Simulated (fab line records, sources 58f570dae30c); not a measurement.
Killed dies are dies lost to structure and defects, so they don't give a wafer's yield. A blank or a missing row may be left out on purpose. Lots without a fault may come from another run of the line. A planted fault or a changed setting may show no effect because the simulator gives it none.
Which tool did it? | flow berkeley_cmos170 | 7 lots, 21 wafers sampled, at 3 steps of a route of 331

WHAT THE GAUGES READ, wafer by wafer
UCB170_NVT_TW_MEAS_09.
lot  | measured    | on            | NVT_TW
L216 | day 5 14:15 | film_metro-02 | 524 528 525
L217 | day 6 12:36 | film_metro-04 | 513 517 515
L219 | day 6 15:50 | film_metro-04 | 516 516 517
L225 | day 8 07:44 | film_metro-02 | 460 458 461
L229 | day 9 00:40 | film_metro-04 | 519 516 517
L233 | day 9 13:52 | film_metro-04 | 520 516 517
L237 | day 9 18:33 | film_metro-02 | 525 523 526

WHICH TOOL RAN EACH LOT (tool, then ch and the chambers of the sampled wafers, then the start)
lot  | UCB170_ACTIVE_STRIP_16              | UCB170_NVT_IMPLANT_07
L216 | plasma_asher-02 ch 0,1, day 4 11:13 | implanter-01 ch 0, day 5 14:01
L217 | plasma_asher-02 ch 0,1, day 5 02:58 | implanter-03 ch 0, day 6 12:21
L219 | plasma_asher-04 ch 0,1, day 5 05:53 | implanter-01 ch 0, day 6 15:35
L225 | plasma_asher-04 ch 0,1, day 6 16:16 | implanter-03 ch 0, day 8 07:29
L229 | plasma_asher-03 ch 0,1, day 7 16:13 | implanter-04 ch 0, day 9 00:25
L233 | plasma_asher-02 ch 0,1, day 8 08:10 | implanter-01 ch 0, day 9 13:31
L237 | plasma_asher-02 ch 0,1, day 8 18:20 | implanter-04 ch 0, day 9 18:18
- UCB170_ACTIVE_STRIP_16: strips in O2.
- UCB170_NVT_IMPLANT_07

THE ANSWER, worked out from the rows above alone
Rule: what is usual is taken from the lots themselves. Put in order of their means at a reading, lots are off if they are a third of the lots or fewer, leave a main group of 4 or more, and stand apart from it by a gap of 3 or more times the standard deviation of the main group's means; of several such gaps the widest counts. A main group whose means are all the same, to the digits that the tables above print for the reading, isn't used. A lot without any number at a reading at which 4 lots or more have one is off too. The other lots that the step has rows for count as sound.
Off: L225, at UCB170_NVT_TW_MEAS_09 (NVT_TW). The main group: mean 519, standard deviation 4.1.
A tool fits if, at a process step before that reading, it ran every lot that is off, and no sound lot after the first of them. The gauges at UCB170_NVT_TW_MEAS_09 are tried like those tools. Can't be told from this: 2 tools fit, plasma_asher-04 at UCB170_ACTIVE_STRIP_16, implanter-03 at UCB170_NVT_IMPLANT_07.

WHAT THE SIMULATOR HAD PUT IN
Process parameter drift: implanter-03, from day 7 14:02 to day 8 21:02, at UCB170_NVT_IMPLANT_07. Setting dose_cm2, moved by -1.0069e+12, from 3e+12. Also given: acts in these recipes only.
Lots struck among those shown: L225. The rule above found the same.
